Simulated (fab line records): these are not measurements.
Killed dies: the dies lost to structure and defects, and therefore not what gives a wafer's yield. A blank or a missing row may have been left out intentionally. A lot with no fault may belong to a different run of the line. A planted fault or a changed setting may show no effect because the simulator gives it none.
The tool behind it: which one? / flow berkeleyCmos170 / 14 lots with 42 wafers sampled at 4 steps, on a route of 331 steps

== WHAT EACH GAUGE READ, for each wafer ==
UCB170_M2_THK_MEAS_03: measures by xrf. Usual: M2_AL_THK 905 nm, standard deviation 12.
lot=L402; measured=day 8 07:37; on=filmMetro-01; M2_AL_THK (nm)=905 913 896; flag=
lot=L410; measured=day 10 08:56; on=filmMetro-01; M2_AL_THK (nm)=905 901 903; flag=
lot=L412; measured=day 10 10:01; on=filmMetro-02; M2_AL_THK (nm)=894 905 900; flag=
lot=L414; measured=day 10 12:05; on=filmMetro-04; M2_AL_THK (nm)=887 906 880; flag=
lot=L417; measured=day 11 11:36; on=filmMetro-02; M2_AL_THK (nm)=911 907 902; flag=
lot=L416; measured=day 11 15:23; on=filmMetro-01; M2_AL_THK (nm)=900 908 897; flag=
lot=L419; measured=day 12 00:57; on=filmMetro-04; M2_AL_THK (nm)=892 902 917; flag=
lot=L420; measured=day 12 02:15; on=filmMetro-02; M2_AL_THK (nm)=908 917 914; flag=
lot=L418; measured=day 12 02:19; on=filmMetro-01; M2_AL_THK (nm)=894 909 906; flag=
lot=L421; measured=day 12 10:19; on=filmMetro-02; M2_AL_THK (nm)=911 932 910; flag=
lot=L424; measured=day 13 00:46; on=filmMetro-01; M2_AL_THK (nm)=889 912 902; flag=
lot=L425; measured=day 13 02:14; on=filmMetro-02; M2_AL_THK (nm)=908 910 916; flag=
lot=L423; measured=day 13 04:47; on=filmMetro-04; M2_AL_THK (nm)=905 913 904; flag=
lot=L422; measured=day 13 03:43; on=filmMetro-04; M2_AL_THK (nm)=920 919 924; flag=

UCB170_V2_THK_MEAS_04. Usual: V2_POLISHED_THK 1000.4 nm, standard deviation 1.6.
lot=L402; measured=day 8 10:52; on=filmMetro-01; V2_POLISHED_THK (nm)=1000.4 1000.1 1003.3; flag=
lot=L414; measured=day 10 15:49; on=filmMetro-01; V2_POLISHED_THK (nm)=998.3 999.3 1000.2; flag=
lot=L417; measured=day 11 14:35; on=filmMetro-01; V2_POLISHED_THK (nm)=998.3 1001.5 999.0; flag=
lot=L416; measured=day 11 18:23; on=filmMetro-01; V2_POLISHED_THK (nm)=998.7 999.4 997.8; flag=
lot=L419; measured=day 12 04:23; on=filmMetro-04; V2_POLISHED_THK (nm)=1001.8 1001.6 999.8; flag=
lot=L420; measured=day 12 05:41; on=filmMetro-04; V2_POLISHED_THK (nm)=996.0 999.4 997.9; flag=
lot=L418; measured=day 12 05:55; on=filmMetro-01; V2_POLISHED_THK (nm)=1000.5 1002.1 1000.5; flag=
lot=L421; measured=day 12 13:47; on=filmMetro-01; V2_POLISHED_THK (nm)=1002.5 1000.8 1001.0; flag=
lot=L424; measured=day 13 04:26; on=filmMetro-04; V2_POLISHED_THK (nm)=998.5 1001.3 1000.1; flag=
lot=L425; measured=day 13 06:15; on=filmMetro-03; V2_POLISHED_THK (nm)=999.5 999.1 999.7; flag=
lot=L423; measured=day 13 09:10; on=filmMetro-03; V2_POLISHED_THK (nm)=1001.6 1002.7 1004.5; flag=
lot=L422; measured=day 13 08:03; on=filmMetro-04; V2_POLISHED_THK (nm)=1001.1 1002.5 1002.3; flag=

== WHICH TOOL RAN EACH LOT (tool, then ch and the chambers of the sampled wafers, then the start) ==
lot=L402; UCB170_CONTACT_STRIP_06=plasmaAsher-04 ch 0,1, day 7 17:49; UCB170_M2_DEVELOP_14=lithoTrack-03 ch 0, day 8 09:00
lot=L410; UCB170_CONTACT_STRIP_06=plasmaAsher-02 ch 1, day 9 22:58; UCB170_M2_DEVELOP_14=lithoTrack-03, day 10 11:00
lot=L412; UCB170_CONTACT_STRIP_06=plasmaAsher-02 ch 0,1, day 10 00:15; UCB170_M2_DEVELOP_14=lithoTrack-03, day 10 12:00
lot=L414; UCB170_CONTACT_STRIP_06=plasmaAsher-03 ch 0,1, day 10 00:42; UCB170_M2_DEVELOP_14=lithoTrack-03 ch 0, day 10 14:00
lot=L417; UCB170_CONTACT_STRIP_06=plasmaAsher-03 ch 0,1, day 11 04:02; UCB170_M2_DEVELOP_14=lithoTrack-03 ch 0, day 11 13:00
lot=L416; UCB170_CONTACT_STRIP_06=plasmaAsher-03 ch 0,1, day 11 05:49; UCB170_M2_DEVELOP_14=lithoTrack-02 ch 0, day 11 17:00
lot=L419; UCB170_CONTACT_STRIP_06=plasmaAsher-03 ch 0,1, day 11 16:48; UCB170_M2_DEVELOP_14=lithoTrack-04 ch 0, day 12 03:00
lot=L420; UCB170_CONTACT_STRIP_06=plasmaAsher-02 ch 0,1, day 11 16:48; UCB170_M2_DEVELOP_14=lithoTrack-04 ch 0, day 12 04:00
lot=L418; UCB170_CONTACT_STRIP_06=plasmaAsher-04 ch 0,1, day 11 18:03; UCB170_M2_DEVELOP_14=lithoTrack-02 ch 0, day 12 04:00
lot=L421; UCB170_CONTACT_STRIP_06=plasmaAsher-02 ch 0,1, day 12 02:20; UCB170_M2_DEVELOP_14=lithoTrack-04 ch 0, day 12 12:00
lot=L424; UCB170_CONTACT_STRIP_06=plasmaAsher-04 ch 0,1, day 12 16:52; UCB170_M2_DEVELOP_14=lithoTrack-03 ch 0, day 13 03:00
lot=L425; UCB170_CONTACT_STRIP_06=plasmaAsher-03 ch 0,1, day 12 17:04; UCB170_M2_DEVELOP_14=lithoTrack-02 ch 0, day 13 04:00
lot=L423; UCB170_CONTACT_STRIP_06=plasmaAsher-04 ch 1, day 12 18:39; UCB170_M2_DEVELOP_14=lithoTrack-04 ch 0, day 13 07:00
lot=L422; UCB170_CONTACT_STRIP_06=plasmaAsher-04 ch 0, day 12 18:46; UCB170_M2_DEVELOP_14=lithoTrack-03 ch 0, day 13 06:00
- UCB170_CONTACT_STRIP_06: strips in O2.
- UCB170_M2_DEVELOP_14: develop time 45 s.

== AS READ BY THE TOOLS THEMSELVES (means over the sampled wafers that have a number; for cases with no such wafer, the mark the record gives instead) ==
UCB170_CONTACT_STRIP_06. Usual: drypumpMotorCurrentA 5.8 A, standard deviation 0.67; oesProductAu 0.734 a.u., standard deviation 0.0042; stripTimeToEndpointS 22.01 s, standard deviation 0.069.
lot=L402; tool=plasmaAsher-04; drypumpMotorCurrentA (A)=6.6; oesProductAu (a.u.)=0.735; stripTimeToEndpointS (s)=22.03; flag=
lot=L410; tool=plasmaAsher-02; drypumpMotorCurrentA (A)=5.7; oesProductAu (a.u.)=0.733; stripTimeToEndpointS (s)=22.06; flag=
lot=L412; tool=plasmaAsher-02; drypumpMotorCurrentA (A)=5.4; oesProductAu (a.u.)=0.735; stripTimeToEndpointS (s)=22.13; flag=
lot=L414; tool=plasmaAsher-03; drypumpMotorCurrentA (A)=5.5; oesProductAu (a.u.)=0.734; stripTimeToEndpointS (s)=21.93; flag=
lot=L417; tool=plasmaAsher-03; drypumpMotorCurrentA (A)=5.4; oesProductAu (a.u.)=0.736; stripTimeToEndpointS (s)=22.06; flag=
lot=L416; tool=plasmaAsher-03; drypumpMotorCurrentA (A)=5.5; oesProductAu (a.u.)=0.738; stripTimeToEndpointS (s)=21.98; flag=
lot=L419; tool=plasmaAsher-03; drypumpMotorCurrentA (A)=5.5; oesProductAu (a.u.)=0.735; stripTimeToEndpointS (s)=21.97; flag=
lot=L420; tool=plasmaAsher-02; drypumpMotorCurrentA (A)=5.4; oesProductAu (a.u.)=0.734; stripTimeToEndpointS (s)=22.10; flag=
lot=L418; tool=plasmaAsher-04; drypumpMotorCurrentA (A)=6.6; oesProductAu (a.u.)=0.734; stripTimeToEndpointS (s)=21.96; flag=
lot=L421; tool=plasmaAsher-02; drypumpMotorCurrentA (A)=5.0; oesProductAu (a.u.)=0.728; stripTimeToEndpointS (s)=21.95; flag=
lot=L424; tool=plasmaAsher-04; drypumpMotorCurrentA (A)=6.6; oesProductAu (a.u.)=0.733; stripTimeToEndpointS (s)=21.86; flag=
lot=L425; tool=plasmaAsher-03; drypumpMotorCurrentA (A)=5.4; oesProductAu (a.u.)=0.738; stripTimeToEndpointS (s)=22.01; flag=
lot=L423; tool=plasmaAsher-04; drypumpMotorCurrentA (A)=6.7; oesProductAu (a.u.)=0.734; stripTimeToEndpointS (s)=22.05; flag=
lot=L422; tool=plasmaAsher-04; drypumpMotorCurrentA (A)=6.5; oesProductAu (a.u.)=0.732; stripTimeToEndpointS (s)=22.00; flag=

UCB170_M2_DEVELOP_14. Usual: 23.00 C for chillPlateTempC, sd 0.099.
lot=L402; tool=lithoTrack-03; chillPlateTempC (C)=23.08; flag=
lot=L410; tool=lithoTrack-03; chillPlateTempC (C)=-; flag=OFF
lot=L412; tool=lithoTrack-03; chillPlateTempC (C)=-; flag=OFF
lot=L414; tool=lithoTrack-03; chillPlateTempC (C)=23.01; flag=
lot=L417; tool=lithoTrack-03; chillPlateTempC (C)=22.90; flag=
lot=L416; tool=lithoTrack-02; chillPlateTempC (C)=22.97; flag=
lot=L419; tool=lithoTrack-04; chillPlateTempC (C)=23.08; flag=
lot=L420; tool=lithoTrack-04; chillPlateTempC (C)=22.96; flag=
lot=L418; tool=lithoTrack-02; chillPlateTempC (C)=22.97; flag=
lot=L421; tool=lithoTrack-04; chillPlateTempC (C)=23.01; flag=
lot=L424; tool=lithoTrack-03; chillPlateTempC (C)=23.08; flag=
lot=L425; tool=lithoTrack-02; chillPlateTempC (C)=23.14; flag=
lot=L423; tool=lithoTrack-04; chillPlateTempC (C)=23.03; flag=
lot=L422; tool=lithoTrack-03; chillPlateTempC (C)=23.02; flag=

== THE ANSWER, worked out from the rows above alone ==
Rule: a lot is off if the mean of its wafers that have a number lies more than 3 standard deviations from the usual mean. A lot without any number at a reading at which 4 lots or more have one is off too. All remaining lots with rows at the step are treated as sound. First the gauges in route order, then the tools' own readings, where a lot's mean is used as printed above. At the first step where some lot is off, the reading lying furthest off is the one used; lots without a number count as furthest.
Off: L410, L412 (UCB170_M2_DEVELOP_14, chillPlateTempC). Without a number there: L410, L412.
A tool fits if, at that step or a process step before it, it ran every lot that is off, and no sound lot after the first of them. None of those tried fits.

== WHAT THE SIMULATOR HAD PUT IN ==
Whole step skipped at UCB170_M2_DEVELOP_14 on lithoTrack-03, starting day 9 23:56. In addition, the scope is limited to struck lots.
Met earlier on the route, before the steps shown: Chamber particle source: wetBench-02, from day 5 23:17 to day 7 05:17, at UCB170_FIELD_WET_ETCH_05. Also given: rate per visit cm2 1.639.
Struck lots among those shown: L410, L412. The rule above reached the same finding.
